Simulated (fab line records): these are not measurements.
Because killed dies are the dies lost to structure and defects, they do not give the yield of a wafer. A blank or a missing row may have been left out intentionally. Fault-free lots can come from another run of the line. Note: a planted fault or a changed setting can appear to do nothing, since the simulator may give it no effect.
fab line records + flow ritCmos
[record]
- lots = 5
- wafers = 15
- lastDay = 7
route steps=202 shown ACTIVE@1 FOX1@20 FOX2@23 M1@202
lots that met no fault: from a run of the same line without faults
startH: hours from the record's first day to the start of the lot's first wafer shown + waitH: hours since the lot's step before + " as in the row above + L1.1+2: one row covering several wafers at once + - either no value or no given start + * or withheld: withheld + < > ~ a bound
route shown NAME@n: names a module that has steps shown in the file, with the first one's number in the route + usual: average and standard deviation across the fault-free wafers + same: alike in all rows + chamber/n: place in a boat + sites: each site's reading + _std_site: the values' standard deviation + _edge_site: the outer-site mean with the inner-site mean subtracted + radiusMm: for every site, how far away it sits from the centre of the wafer + mask NAME#n: copy n + behind: the last tool/chamber to shape the wafer + hold: why the lot went on hold/how many hours it stayed there/how the hold came to an end + device: whichever transistor did not switch (one of n, p or np) + end of line: the route-end tests of the same wafers + a step given without rows: its recipe and nothing more + killed: dies that structure and defects cost at the first sort, which is not the same as the wafer's yield + map: the dies of a wafer, with x for killed, . for not killed, _ for no die there
set.NAME: the setting that was run; set.NAME@STEP: the one run at that earlier step + model.NAME: the simulator's own value behind a step, which no gauge read
certain route steps with their lots: each step a table, each wafer a row
services: a tool's chamber out of use, with start hour (startH, from the record's first day; less than 0 if before it), hours out, and reason
[[steps]]
[step RIT_ACTIVE_BOW_MEAS_00]
[recipe]
- mode = bow
[usual]
- INCOMING_BOW = 0/6.1
| lot.wafer | tool         | chamber | startH | waitH | INCOMING_BOW[um] |
|-----------|--------------|---------|--------|-------|------------------|
| L981.1    | filmMetro-02 | -       | 20.00  | -     | 6                |
| L981.4    | "            | -       | "      | "     | -16              |
| L981.6    | "            | -       | "      | "     | -1               |
| L986.1    | filmMetro-04 | -       | 45.00  | -     | -1               |
| L986.3    | "            | -       | "      | "     | -5               |
| L986.5    | "            | -       | "      | "     | -3               |
| L989.1    | filmMetro-02 | -       | 60.00  | -     | -4               |
| L989.2    | "            | -       | "      | "     | -7               |
| L989.3    | "            | -       | "      | "     | -3               |
| L992.1    | filmMetro-03 | -       | 75.00  | -     | -10              |
| L992.4    | "            | -       | "      | "     | -2               |
| L992.6    | "            | -       | "      | "     | -2               |
| L100.2    | filmMetro-04 | -       | 115.02 | -     | -1               |
| L100.5    | "            | -       | "      | "     | -7               |
| L100.6    | "            | -       | "      | "     | -2               |
[step RIT_ACTIVE_OXIDATION_01]
[recipe]
- tempC = 994.5
- ambient = O2
- targetThkA = 468
- oxTimeS = 3360
[step RIT_ACTIVE_THK_MEAS_02]
[recipe]
- reads = SiO2_of_ACTIVE_OXIDATION_01
[usual]
- ACTIVE_OXIDE_THK = 43.9/0.92
| lot.wafer | tool         | chamber | startH | waitH | ACTIVE_OXIDE_THK[nm] |
|-----------|--------------|---------|--------|-------|----------------------|
| L981.1    | filmMetro-03 | -       | 22.87  | 0.0   | 42.6                 |
| L981.4    | "            | -       | "      | "     | 43.1                 |
| L981.6    | "            | -       | "      | "     | 42.8                 |
| L986.1    | filmMetro-04 | -       | 47.10  | 0.0   | 44.4                 |
| L986.3    | "            | -       | "      | "     | 44.3                 |
| L986.5    | "            | -       | "      | "     | 44.5                 |
| L989.1    | filmMetro-04 | -       | 62.31  | 0.0   | 45.0                 |
| L989.2    | "            | -       | "      | "     | 44.7                 |
| L989.3    | "            | -       | "      | "     | 44.6                 |
| L992.1    | filmMetro-02 | -       | 78.24  | 0.0   | 43.7                 |
| L992.4    | "            | -       | "      | "     | 42.9                 |
| L992.6    | "            | -       | "      | "     | 43.1                 |
| L100.2    | filmMetro-03 | -       | 117.21 | 0.0   | 45.0                 |
| L100.5    | "            | -       | "      | "     | 44.5                 |
| L100.6    | "            | -       | "      | "     | 44.5                 |
[step RIT_ACTIVE_CVD_03]
[recipe]
- material = Si3N4
- targetThkNm = 150
- tempC = 810
- precursor = SiH2Cl2/NH3
- timeS = 1500
- pressureMtorr = 300
- sih2cl2FlowSccm = 60
- nh3FlowSccm = 150
[usual]
- spikeTcCentreC = 812.6/1.4
- zonePowerCentrePct = 34.4/2.9
| lot.wafer | tool     | chamber | startH | waitH | spikeTcCentreC | zonePowerCentrePct | model.Si3N4_of_ACTIVE_CVD_03.thkNm |
|-----------|----------|---------|--------|-------|----------------|--------------------|------------------------------------|
| L981.1    | lpcvd-02 | 1       | 22.93  | 0.1   | 810.5          | 30.4               | 150.5                              |
| L981.4    | "        | 1       | "      | "     | 812.6          | 30.4               | 151.1                              |
| L981.6    | "        | 1       | "      | "     | 812.8          | 31.0               | 149.9                              |
| L986.1    | lpcvd-01 | 0       | 47.16  | 0.1   | 813.3          | 31.2               | 150.9                              |
| L986.3    | "        | 0       | "      | "     | 812.9          | 32.0               | 151.4                              |
| L986.5    | "        | 0       | "      | "     | 812.0          | 32.4               | 151.1                              |
| L989.1    | lpcvd-02 | 0       | 62.37  | 0.1   | 814.9          | 37.9               | 150.1                              |
| L989.2    | "        | 0       | "      | "     | 814.9          | 37.8               | 149.2                              |
| L989.3    | "        | 0       | "      | "     | 814.8          | 38.0               | 150.4                              |
| L992.1    | lpcvd-01 | 1       | 78.30  | 0.1   | 839.8          | 46.6               | 156                                |
| L992.4    | "        | 1       | "      | "     | 839.2          | 47.8               | 170.3                              |
| L992.6    | "        | 1       | "      | "     | 839.1          | 46.3               | 187.1                              |
| L100.2    | lpcvd-02 | 1       | 117.26 | 0.0   | 812.8          | 31.2               | 148.1                              |
| L100.5    | "        | 1       | "      | "     | 811.1          | 31.4               | 148.8                              |
| L100.6    | "        | 1       | "      | "     | 811.3          | 30.9               | 149.1                              |
[step RIT_ACTIVE_THK_MEAS_04]
[recipe]
- reads = Si3N4_of_ACTIVE_CVD_03
[usual]
- ACTIVE_NITRIDE_THK = 150.4/1.4
| lot.wafer | tool         | chamber | startH | waitH | ACTIVE_NITRIDE_THK[nm] |
|-----------|--------------|---------|--------|-------|------------------------|
| L981.1    | filmMetro-04 | -       | 24.34  | 0.0   | 150.6                  |
| L981.4    | "            | -       | "      | "     | 151.1                  |
| L981.6    | "            | -       | "      | "     | 149.9                  |
| L986.1    | filmMetro-03 | -       | 48.58  | 0.0   | 150.8                  |
| L986.3    | "            | -       | "      | "     | 151.5                  |
| L986.5    | "            | -       | "      | "     | 151.2                  |
| L989.1    | filmMetro-02 | -       | 63.79  | 0.0   | 150.0                  |
| L989.2    | "            | -       | "      | "     | 149.1                  |
| L989.3    | "            | -       | "      | "     | 150.3                  |
| L992.1    | filmMetro-04 | -       | 79.72  | 0.0   | 156.0                  |
| L992.4    | "            | -       | "      | "     | 170.3                  |
| L992.6    | "            | -       | "      | "     | 186.9                  |
| L100.2    | filmMetro-03 | -       | 118.69 | 0.0   | 148.1                  |
| L100.5    | "            | -       | "      | "     | 148.8                  |
| L100.6    | "            | -       | "      | "     | 149.1                  |
[step RIT_ACTIVE_HMDS_05]
[recipe]
- primeTimeS = 60
- primeTempC = 140
[step RIT_ACTIVE_COAT_06]
[recipe]
- resist = NOVOLAK
- spinRpm = 3250
- resistThkNm = 1000
[step RIT_ACTIVE_SOFTBAKE_07]
[recipe]
- resist = NOVOLAK
- tempC = 90
- timeS = 60
[step RIT_ACTIVE_EXPOSE_08]
[recipe]
- maskId = M1
- na = 0.6
- sourceShape = conventional
- sigmaOuter = 0.6
- targetCdNm = 1400
- doseMj = 225
[step RIT_ACTIVE_PEB_09]
[recipe]
- resist = NOVOLAK
- tempC = withheld
- timeS = withheld
[step RIT_ACTIVE_DEVELOP_10]
[recipe]
- resist = NOVOLAK
- developTimeS = 50
- devTempC = 23
[step RIT_ACTIVE_CD_MEAS_11]
[recipe]
- targetCdNm = 1400
[usual]
- cdNm = 1399.6/2.5
| lot.wafer | tool     | chamber | startH | waitH | cdNm   |
|-----------|----------|---------|--------|-------|--------|
| L981.1    | cdSem-02 | -       | 25.25  | -     | 1402.7 |
| L981.4    | "        | -       | "      | "     | 1400.9 |
| L981.6    | "        | -       | "      | "     | 1399.2 |
| L986.1    | cdSem-02 | -       | 49.62  | -     | 1399.4 |
| L986.3    | "        | -       | "      | "     | 1399.4 |
| L986.5    | "        | -       | "      | "     | 1398.6 |
| L989.1    | cdSem-02 | -       | 65.02  | -     | 1397.6 |
| L989.2    | "        | -       | "      | "     | 1400.2 |
| L989.3    | "        | -       | "      | "     | 1399.3 |
| L992.1    | cdSem-02 | -       | 80.75  | -     | 1400.5 |
| L992.4    | "        | -       | "      | "     | 1399.0 |
| L992.6    | "        | -       | "      | "     | 1397.3 |
| L100.2    | cdSem-01 | -       | 119.74 | -     | 1398.8 |
| L100.5    | "        | -       | "      | "     | 1396.8 |
| L100.6    | "        | -       | "      | "     | 1397.6 |
[step RIT_ACTIVE_HARDBAKE_12]
[recipe]
- resist = NOVOLAK
- tempC = 140.4
- timeS = 60
[step RIT_ACTIVE_ETCH_13]
[recipe]
- stopOn = SiO2
- chemistry = SF6
- target = Si3N4
- timeS = 210
- overEtchFrac = 0.4
- SF6_flow_sccm = 200
- pressureMtorr = 260
- rfW = 125
- targetDepthA = 2100
[usual]
- drypumpMotorCurrentA = 5.9/0.41
- oesProductAu = 0.820/0.014
- throttleValvePct = 7.47/0.11
| lot.wafer | tool       | chamber | startH | waitH | drypumpMotorCurrentA | oesProductAu | rfHoursCounterH | throttleValvePct | model.etch.depthNm | model.ACTIVE.featureDepthNm |
|-----------|------------|---------|--------|-------|----------------------|--------------|-----------------|------------------|--------------------|-----------------------------|
| L981.1    | rieDiel-04 | 1       | 25.52  | 0.1   | 5.9                  | 0.807        | 103             | 7.33             | 150.5              | 150.5                       |
| L981.4    | "          | 0       | "      | "     | 5.9                  | 0.845        | -               | 7.51             | 151.1              | 151.1                       |
| L981.6    | "          | 2       | "      | "     | 6.2                  | 0.822        | -               | 7.50             | 149.9              | 151                         |
| L986.1    | rieDiel-04 | 0       | 50.02  | 0.1   | 5.9                  | 0.834        | 108             | 7.50             | 150.9              | 150.9                       |
| L986.3    | "          | 3       | "      | "     | 6.2                  | 0.805        | 0               | 7.52             | 151.4              | 151.4                       |
| L986.5    | "          | 1       | "      | "     | 5.9                  | 0.807        | -               | 7.33             | 151.1              | 151.1                       |
| L989.1    | rieDiel-03 | 3       | 65.29  | 0.1   | 4.7                  | 0.838        | 48              | 7.35             | 150.1              | 150.1                       |
| L989.2    | "          | 1       | "      | "     | 5.3                  | 0.803        | 52              | 7.48             | 149.2              | 149.2                       |
| L989.3    | "          | 2       | "      | "     | 5.7                  | 0.804        | 137             | 7.62             | 150.4              | 150.6                       |
| L992.1    | rieDiel-04 | 0       | 81.02  | 0.1   | 5.9                  | 0.857        | 108             | 7.51             | 156                | 156                         |
| L992.4    | "          | 2       | "      | "     | 6.2                  | 0.886        | 140             | 7.50             | 170.3              | 171.5                       |
| L992.6    | "          | 0       | "      | "     | 5.9                  | 0.947        | -               | 7.50             | 187.1              | 187.1                       |
| L100.2    | rieDiel-01 | 3       | 119.99 | 0.1   | 6.6                  | 0.819        | 56              | 7.54             | 148.1              | 148.8                       |
| L100.5    | "          | 2       | "      | "     | 6.2                  | 0.799        | -               | 7.56             | 148.8              | 148.8                       |
| L100.6    | "          | 3       | "      | "     | 6.6                  | 0.814        | -               | 7.55             | 149.1              | 149.8                       |
[step RIT_ACTIVE_STRIP_14]
[recipe]
- chemistry = O2
- timeS = 180
- resist = NOVOLAK
- platenTempC = withheld
- powerW = 500
- pressureMtorr = 4000
- o2FlowSccm = 4000
[usual]
- drypumpMotorCurrentA = 5.4/0.44
- rfReflPowerW = 7.6/0.97
| lot.wafer | tool           | chamber | startH | waitH | drypumpMotorCurrentA | rfHoursCounterH | rfReflPowerW |
|-----------|----------------|---------|--------|-------|----------------------|-----------------|--------------|
| L981.1    | plasmaAsher-03 | 0       | 25.66  | 0.1   | 5.3                  | 37              | 6.8          |
| L981.4    | "              | 1       | "      | "     | 5.2                  | -               | 7.8          |
| L981.6    | "              | 1       | "      | "     | 5.2                  | -               | 7.3          |
| L986.1    | plasmaAsher-02 | 1       | 50.15  | 0.1   | 6.0                  | 38              | 7.0          |
| L986.3    | "              | 0       | "      | "     | 5.7                  | -               | 7.1          |
| L986.5    | "              | 0       | "      | "     | 5.7                  | -               | 7.2          |
| L989.1    | plasmaAsher-01 | 0       | 65.42  | 0.1   | 4.8                  | 28              | 7.1          |
| L989.2    | "              | 1       | "      | "     | 5.9                  | 28              | 9.3          |
| L989.3    | "              | 0       | "      | "     | 4.8                  | -               | 7.5          |
| L992.1    | plasmaAsher-03 | 0       | 81.16  | 0.1   | 5.3                  | 44              | 6.6          |
| L992.4    | "              | 1       | "      | "     | 5.2                  | -               | 7.6          |
| L992.6    | "              | 1       | "      | "     | 5.2                  | -               | 7.6          |
| L100.2    | plasmaAsher-02 | 1       | 120.12 | 0.1   | 5.9                  | 47              | 7.0          |
| L100.5    | "              | 0       | "      | "     | 5.7                  | -               | 6.8          |
| L100.6    | "              | 1       | "      | "     | 6.0                  | -               | 6.9          |
[step RIT_ACTIVE_CD_MEAS_90]
[recipe]
- targetCdNm = 1400
[usual]
- cdNm = 1399.6/2.5
| lot.wafer | tool     | chamber | startH | waitH | cdNm   |
|-----------|----------|---------|--------|-------|--------|
| L981.1    | cdSem-01 | -       | 25.83  | 0.1   | 1402.2 |
| L981.4    | "        | -       | "      | "     | 1400.7 |
| L981.6    | "        | -       | "      | "     | 1399.2 |
| L986.1    | cdSem-01 | -       | 50.32  | 0.1   | 1398.8 |
| L986.3    | "        | -       | "      | "     | 1399.8 |
| L986.5    | "        | -       | "      | "     | 1398.6 |
| L989.1    | cdSem-02 | -       | 65.60  | 0.1   | 1397.5 |
| L989.2    | "        | -       | "      | "     | 1400.9 |
| L989.3    | "        | -       | "      | "     | 1399.0 |
| L992.1    | cdSem-02 | -       | 81.33  | 0.1   | 1400.3 |
| L992.4    | "        | -       | "      | "     | 1398.7 |
| L992.6    | "        | -       | "      | "     | 1397.6 |
| L100.2    | cdSem-02 | -       | 120.32 | 0.1   | 1398.5 |
| L100.5    | "        | -       | "      | "     | 1396.3 |
| L100.6    | "        | -       | "      | "     | 1397.8 |
[step RIT_ACTIVE_CLEAN_15]
[recipe]
- chemistry = SC1
- mix = 3:3:50
- timeS = 600
- tempC = 75
[step RIT_ACTIVE_CLEAN_16]
[recipe]
- chemistry = dHF
- dilution = 50:1
- timeS = 30
[step RIT_ACTIVE_CLEAN_17]
[recipe]
- chemistry = SC2
- mix = 3:3:50
- timeS = 600
- tempC = 75
- dry = n2Spin
[step RIT_FOX1_OXIDATION_00]
[recipe]
- tempC = 1100
- ambient = H2O
- targetThkA = 3507
- pH2oTorr = 720
- oxTimeS = 1130
[step RIT_FOX1_THK_MEAS_01]
[recipe]
- reads = SiO2_of_FOX1_OXIDATION_00
[usual]
- FOX1_OXIDE_THK = 352/6.6
| lot.wafer | tool         | chamber | startH | waitH | FOX1_OXIDE_THK[nm] |
|-----------|--------------|---------|--------|-------|--------------------|
| L981.1    | filmMetro-04 | -       | 28.80  | 0.0   | 366                |
| L981.4    | "            | -       | "      | "     | 364                |
| L981.6    | "            | -       | "      | "     | 364                |
| L986.1    | filmMetro-03 | -       | 54.27  | 0.0   | 343                |
| L986.3    | "            | -       | "      | "     | 344                |
| L986.5    | "            | -       | "      | "     | 340                |
| L989.1    | filmMetro-04 | -       | 68.71  | 0.0   | 363                |
| L989.2    | "            | -       | "      | "     | 363                |
| L989.3    | "            | -       | "      | "     | 359                |
| L992.1    | filmMetro-01 | -       | 83.63  | 0.0   | 355                |
| L992.4    | "            | -       | "      | "     | 357                |
| L992.6    | "            | -       | "      | "     | 357                |
| L100.2    | filmMetro-03 | -       | 123.94 | 0.0   | 347                |
| L100.5    | "            | -       | "      | "     | 352                |
| L100.6    | "            | -       | "      | "     | 352                |
[step RIT_FOX1_WET_ETCH_02]
[recipe]
- chemistry = BOE
- targetDepthNm = 350
- timeS = 390
- tempC = 21.5
- dry = n2Spin
- dilution = 10:1
- target = SiO2
[step RIT_FOX2_OXIDATION_00]
[recipe]
- tempC = 1100
- ambient = H2O
- targetThkA = 3507
- pH2oTorr = 720
- oxTimeS = 1130
[step RIT_FOX2_THK_MEAS_01]
[recipe]
- reads = SiO2_of_FOX2_OXIDATION_00
[usual]
- FOX2_OXIDE_THK = 351/6.8
| lot.wafer | tool         | chamber | startH | waitH | FOX2_OXIDE_THK[nm] |
|-----------|--------------|---------|--------|-------|--------------------|
| L981.1    | filmMetro-01 | -       | 30.31  | 0.0   | 355                |
| L981.4    | "            | -       | "      | "     | 352                |
| L981.6    | "            | -       | "      | "     | 355                |
| L986.1    | filmMetro-02 | -       | 56.66  | 0.0   | 341                |
| L986.3    | "            | -       | "      | "     | 347                |
| L986.5    | "            | -       | "      | "     | 344                |
| L989.1    | filmMetro-01 | -       | 70.21  | 0.0   | 358                |
| L989.2    | "            | -       | "      | "     | 348                |
| L989.3    | "            | -       | "      | "     | 354                |
| L992.1    | filmMetro-01 | -       | 85.12  | 0.0   | 349                |
| L992.4    | "            | -       | "      | "     | 354                |
| L992.6    | "            | -       | "      | "     | 351                |
| L100.2    | filmMetro-04 | -       | 125.44 | 0.0   | 353                |
| L100.5    | "            | -       | "      | "     | 345                |
| L100.6    | "            | -       | "      | "     | 354                |
[step RIT_FOX2_CLEAN_02]
[recipe]
- chemistry = dHF
- dilution = 50:1
- timeS = 180
| lot.wafer | tool        | chamber | startH | waitH | model.Si3N4_of_ACTIVE_CVD_03.thkNm |
|-----------|-------------|---------|--------|-------|------------------------------------|
| L981.1    | wetBench-04 | 3       | 30.37  | 0.1   | 131.3                              |
| L981.4    | "           | 3       | "      | "     | 131.9                              |
| L981.6    | "           | 3       | "      | "     | 130.7                              |
| L986.1    | wetBench-02 | 1       | 56.72  | 0.1   | 131.8                              |
| L986.3    | "           | 1       | "      | "     | 132.3                              |
| L986.5    | "           | 1       | "      | "     | 132                                |
| L989.1    | wetBench-02 | 3       | 70.27  | 0.1   | 130.8                              |
| L989.2    | "           | 3       | "      | "     | 129.9                              |
| L989.3    | "           | 3       | "      | "     | 131.1                              |
| L992.1    | wetBench-02 | 3       | 85.18  | 0.1   | 136.8                              |
| L992.4    | "           | 3       | "      | "     | 151.1                              |
| L992.6    | "           | 3       | "      | "     | 167.8                              |
| L100.2    | wetBench-01 | 1       | 125.49 | 0.0   | 128.9                              |
| L100.5    | "           | 1       | "      | "     | 129.5                              |
| L100.6    | "           | 1       | "      | "     | 129.8                              |
[step RIT_FOX2_WET_ETCH_03]
[recipe]
- chemistry = H3PO4
- target = Si3N4
- targetDepthNm = 195
- tempC = 165
- timeS = 2700
[step RIT_M1_PROBE_99]
[usual]
- killedAtContacts = 0.1/0.3
- killedAtFrontEnd = 6.7/2.6
- killedDies = 6.8/2.6
- killedOpen = 3.3/1.7
- killedShort = 3.4/2
[same]
- grossDies = 264
- killed_at_M0_to_M3 = 0
- killed_at_M4_up = 0
- killedAtBackSide = 0
- killedAtOther = 0
| lot.wafer | tool      | chamber | startH | waitH | killedAtContacts | killedAtFrontEnd | killedDies | killedOpen | killedShort | model.etest.nldd.widthNm |
|-----------|-----------|---------|--------|-------|------------------|------------------|------------|------------|-------------|--------------------------|
| L981.1    | prober-01 | -       | 73.32  | 0.1   | 0                | 8                | 8          | 4          | 4           | 3201                     |
| L981.4    | prober-01 | -       | 73.47  | 0.2   | 1                | 11               | 12         | 7          | 5           | 3188                     |
| L981.6    | prober-01 | -       | 73.57  | 0.2   | 0                | 6                | 6          | 3          | 3           | 3187                     |
| L986.1    | prober-02 | -       | 97.91  | 0.1   | 0                | 5                | 5          | 2          | 3           | 3201                     |
| L986.3    | prober-02 | -       | 98.01  | 0.2   | 0                | 6                | 6          | 5          | 1           | 3227                     |
| L986.5    | prober-02 | -       | 98.11  | 0.2   | 0                | 5                | 5          | 4          | 1           | 3211                     |
| L989.1    | prober-01 | -       | 113.66 | 0.1   | 0                | 2                | 2          | 0          | 2           | 3183                     |
| L989.2    | prober-01 | -       | 113.71 | 0.1   | 1                | 6                | 7          | 3          | 4           | 3196                     |
| L989.3    | prober-01 | -       | 113.76 | 0.2   | 0                | 7                | 7          | 4          | 3           | 3189                     |
| L992.1    | prober-01 | -       | 124.72 | 0.1   | 0                | 4                | 4          | 0          | 4           | 3205                     |
| L992.4    | prober-01 | -       | 124.87 | 0.2   | 0                | 4                | 4          | 2          | 2           | 3234                     |
| L992.6    | prober-01 | -       | 124.97 | 0.2   | 0                | 6                | 6          | 3          | 3           | 3249                     |
| L100.2    | prober-02 | -       | 167.08 | 0.1   | 0                | 9                | 9          | 4          | 5           | 3190                     |
| L100.5    | prober-02 | -       | 167.23 | 0.2   | 0                | 12               | 12         | 8          | 4           | 3195                     |
| L100.6    | prober-02 | -       | 167.28 | 0.2   | 0                | 9                | 9          | 6          | 3           | 3208                     |
// killed by level:class
L981.1 GATE:geometricParticle:short=2 FOX1:geometricParticle:open=1 FOX1:geometricParticle:short=1 GATE:geometricParticle:open=1 REOX:geometricParticle:short=1 REOX:geometricParticle:open=1 SILICIDE:geometricParticle:open=1
L981.4 GATE:geometricParticle:short=3 GATE:geometricParticle:open=3 FOX2:geometricParticle:open=1 REOX:geometricParticle:open=1 REOX:geometricParticle:short=1 SPACER:geometricParticle:open=1 SILICIDE:geometricParticle:short=1 CONTACT:geometricParticle:open=1
L981.6 FOX1:geometricParticle:open=2 FOX1:geometricParticle:short=2 GATE:geometricParticle:short=1 GATE:geometricParticle:open=1
L986.1 FOX1:geometricParticle:open=1 GATE:geometricParticle:short=1 SPACER:geometricParticle:short=1 SILICIDE:geometricParticle:open=1 SILICIDE:geometricParticle:short=1
L986.3 FOX2:geometricParticle:open=2 GATE:geometricParticle:open=2 GATE:geometricParticle:short=1 SILICIDE:geometricParticle:open=1
L986.5 FOX2:geometricParticle:short=1 FOX2:geometricParticle:open=1 GATE:geometricParticle:open=1 REOX:geometricParticle:open=1 SILICIDE:geometricParticle:open=1
L989.1 FOX1:geometricParticle:short=2
L989.2 FOX1:geometricParticle:short=1 GATE:geometricParticle:open=1 GATE:geometricParticle:short=1 REOX:geometricParticle:short=1 REOX:geometricParticle:open=1 SPACER:geometricParticle:short=1 CONTACT:geometricParticle:open=1
L989.3 GATE:geometricParticle:open=3 GATE:geometricParticle:short=1 REOX:geometricParticle:short=1 SPACER:geometricParticle:open=1 SPACER:geometricParticle:short=1
L992.1 GATE:geometricParticle:short=2 FOX2:geometricParticle:short=1 SPACER:geometricParticle:short=1
L992.4 GATE:geometricParticle:open=2 GATE:geometricParticle:short=1 SILICIDE:geometricParticle:short=1
L992.6 REOX:geometricParticle:short=2 FOX1:geometricParticle:open=1 FOX2:geometricParticle:open=1 GATE:geometricParticle:short=1 GATE:geometricParticle:open=1
L100.2 FOX1:geometricParticle:short=2 GATE:geometricParticle:open=2 REOX:geometricParticle:short=2 FOX2:geometricParticle:short=1 FOX2:geometricParticle:open=1 SPACER:geometricParticle:open=1
L100.5 GATE:geometricParticle:open=4 GATE:geometricParticle:short=2 REOX:geometricParticle:open=2 FOX2:geometricParticle:open=1 REOX:geometricParticle:short=1 SPACER:geometricParticle:short=1 SILICIDE:geometricParticle:open=1
L100.6 GATE:geometricParticle:open=5 GATE:geometricParticle:short=2 REOX:geometricParticle:open=1 SILICIDE:geometricParticle:short=1
[[services]]
| tool           | chamber | startH | hours | kind          |
|----------------|---------|--------|-------|---------------|
| rieDiel-01     | 0       | 14.35  | -     | clean         |
| rieDiel-01     | 0       | 14.35  | 21.2  | scheduledDown |
| rieDiel-01     | 0       | 14.35  | 21.2  | ventCycle     |
| rieDiel-03     | 0       | 18.88  | 49.6  | repair        |
| rieDiel-04     | 3       | 22.93  | -     | clean         |
| rieDiel-04     | 3       | 22.93  | 23.6  | scheduledDown |
| rieDiel-04     | 3       | 22.93  | 23.6  | ventCycle     |
| wetBench-01    | -       | 40.61  | 2.1   | repair        |
| lpcvd-02       | -       | 50.99  | 2.8   | pm            |
| rieDiel-03     | 2       | 52.50  | 9.5   | repair        |
| rieDiel-03     | 3       | 59.59  | 4.2   | repair        |
| plasmaAsher-02 | -       | 67.06  | 1.2   | repair        |
| rieDiel-01     | 0       | 92.51  | 5.3   | repair        |
| plasmaAsher-03 | -       | 107.08 | 5.2   | repair        |
| plasmaAsher-03 | -       | 112.27 | 9.0   | pm            |
| plasmaAsher-03 | 0       | 112.27 | 9.0   | ventCycle     |
| plasmaAsher-03 | 1       | 112.27 | 9.0   | ventCycle     |
| rieDiel-03     | -       | 113.42 | 1.0   | repair        |
| plasmaAsher-03 | 0       | 121.27 | -     | clean         |
| plasmaAsher-03 | 1       | 121.27 | -     | clean         |
[[key]]
[firstSign]
- step = RIT_ACTIVE_CVD_03
- reading = spikeTcCentreC
- direction = up
- sigmas = 19
- usual = 812.6
- struck = 839.4
[effect]
- step = RIT_ACTIVE_CVD_03
- reading = zonePowerCentrePct
- direction = up
- sigmas = 4.3
- usual = 34.4
- struck = 46.9
[effect]
- step = RIT_ACTIVE_THK_MEAS_04
- reading = ACTIVE_NITRIDE_THK
- direction = up
- sigmas = 15
- usual = 150.4
- struck = 171.1
[effect]
- step = RIT_ACTIVE_ETCH_13
- reading = oesProductAu
- direction = up
- sigmas = 5.4
- usual = 0.820
- struck = 0.897
[modelEffect]
- step = RIT_ACTIVE_CVD_03
- value = Si3N4_of_ACTIVE_CVD_03.thkNm
- without = 148.8
- struck = 171.1
[modelEffect]
- step = RIT_ACTIVE_ETCH_13
- value = etch.depthNm
- without = 148.8
- struck = 171.1
[modelEffect]
- step = RIT_FOX2_CLEAN_02
- value = Si3N4_of_ACTIVE_CVD_03.thkNm
- without = 129.5
- struck = 151.9
[modelEffect]
- step = RIT_M1_PROBE_99
- value = etest.nldd.widthNm
- without = 3207
- struck = 3229
metAt RIT_ACTIVE_CVD_03
struckWafers L992.1,L992.4,L992.6
testerLeftOut L992
[fault]
- kind = processParameterDrift
- tool = lpcvd-01
- chamber = 1
- onsetH = 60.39
- steps = RIT_ACTIVE_CVD_03
- channel = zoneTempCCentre
- offset = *
- shape = step
- endH = 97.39
// testerLeftOut: of these lots the tester's yield and bins aren't shown, on N5 and GAA mostly nor the transistor test; their killed dies are dies lost to structure and defects alone, not to doping, threshold or leakage, so they don't give the yield
